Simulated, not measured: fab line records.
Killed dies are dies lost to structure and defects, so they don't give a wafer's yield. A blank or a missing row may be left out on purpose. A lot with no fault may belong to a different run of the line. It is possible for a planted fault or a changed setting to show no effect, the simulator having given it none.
Which of the tools did it? | flow ritCmos | 42 wafers sampled from 14 lots at 1 step of a route of 202

## WHAT EACH GAUGE READ, for each wafer
The record holds no reading of a measuring or inspecting step that can be judged against a usual standard deviation.

## TOOL THAT RAN EACH LOT (tool first, then ch and the chambers of the sampled wafers, then the start)
lot  | RIT_PLDD_STRIP_09
L746 | plasmaAsher-04 ch 0,1, day 2 23:51
L747 | plasmaAsher-01 ch 0,1, day 3 05:50
L748 | plasmaAsher-01 ch 0,1, day 3 10:13
L749 | plasmaAsher-01 ch 0,1, day 3 13:49
L750 | plasmaAsher-04 ch 0,1, day 3 20:39
L751 | plasmaAsher-01 ch 0,1, day 4 01:01
L752 | plasmaAsher-01 ch 0,1, day 4 05:31
L753 | plasmaAsher-01 ch 0,1, day 4 07:57
L759 | plasmaAsher-04 ch 0,1, day 5 17:59
L760 | plasmaAsher-01 ch 0,1, day 5 20:13
L762 | plasmaAsher-04 ch 0,1, day 6 05:26
L763 | plasmaAsher-03 ch 0,1, day 6 13:10
L766 | plasmaAsher-04 ch 0,1, day 7 00:57
L767 | plasmaAsher-03 ch 0, day 7 07:12
- RIT_PLDD_STRIP_09: strips in O2, time 180 s.

## AS READ BY THE TOOLS THEMSELVES (means over the sampled wafers that have a number; for cases with no such wafer, the mark the record gives instead)
RIT_PLDD_STRIP_09. Usual: drypumpMotorCurrentA 6.18 A, standard deviation 0.2; o2FlowSccm 3997 sccm, standard deviation 11.
lot  | tool           | drypumpMotorCurrentA (A) | o2FlowSccm (sccm) | flag
L746 | plasmaAsher-04 | 6.07                     | 3994              | 
L747 | plasmaAsher-01 | 6.02                     | 3994              | 
L748 | plasmaAsher-01 | 6.02                     | 4005              | 
L749 | plasmaAsher-01 | 6.02                     | 4001              | 
L750 | plasmaAsher-04 | 6.10                     | 4004              | 
L751 | plasmaAsher-01 | 6.04                     | 3990              | 
L752 | plasmaAsher-01 | 6.05                     | 3998              | 
L753 | plasmaAsher-01 | 6.19                     | 2002              | OFF
L759 | plasmaAsher-04 | 6.07                     | 3987              | 
L760 | plasmaAsher-01 | 6.18                     | 2001              | OFF
L762 | plasmaAsher-04 | 6.10                     | 3998              | 
L763 | plasmaAsher-03 | 6.37                     | 4001              | 
L766 | plasmaAsher-04 | 6.08                     | 4004              | 
L767 | plasmaAsher-03 | 6.51                     | 4003              | 

## THE ANSWER, worked out from the rows above alone
Rule: take the mean of a lot's wafers that have a number; if it is more than 3 standard deviations from the usual mean, the lot is off. A lot without any number at a reading at which 4 lots or more have one is off too. All remaining lots with rows at the step are treated as sound. The gauges are gone through in route order, then the tools' own readings, and for those a lot's mean is taken as printed above. The first step at which some lot is off is used, and at that step the reading that is off furthest; a lot without a number counts as furthest.
Off, at RIT_PLDD_STRIP_09 on o2FlowSccm: L753, L760.
If a tool, at that step or one of the process steps before it, ran each lot that is off and ran no sound lot following the first of them, it fits. One fits: plasmaAsher-01 at RIT_PLDD_STRIP_09. A fault onset in the window from L752 (day 4 05:31, its last sound lot) to L753 (day 4 07:57, its first lot off) fits.
On the lots that are off, the tool's own readings at RIT_PLDD_STRIP_09 differ by more than 5 times the standard deviation of the sound lots' means, which bears it out; o2FlowSccm reads 2002 sccm there versus 3998 sccm on the sound lots.

## WHAT THE SIMULATOR PUT IN
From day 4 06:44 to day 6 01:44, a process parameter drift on plasmaAsher-01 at RIT_PLDD_STRIP_09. The setting o2FlowSccm was moved by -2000, starting from 4000. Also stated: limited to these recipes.
Struck lots among those shown: L753, L760. Same finding as the rule above.
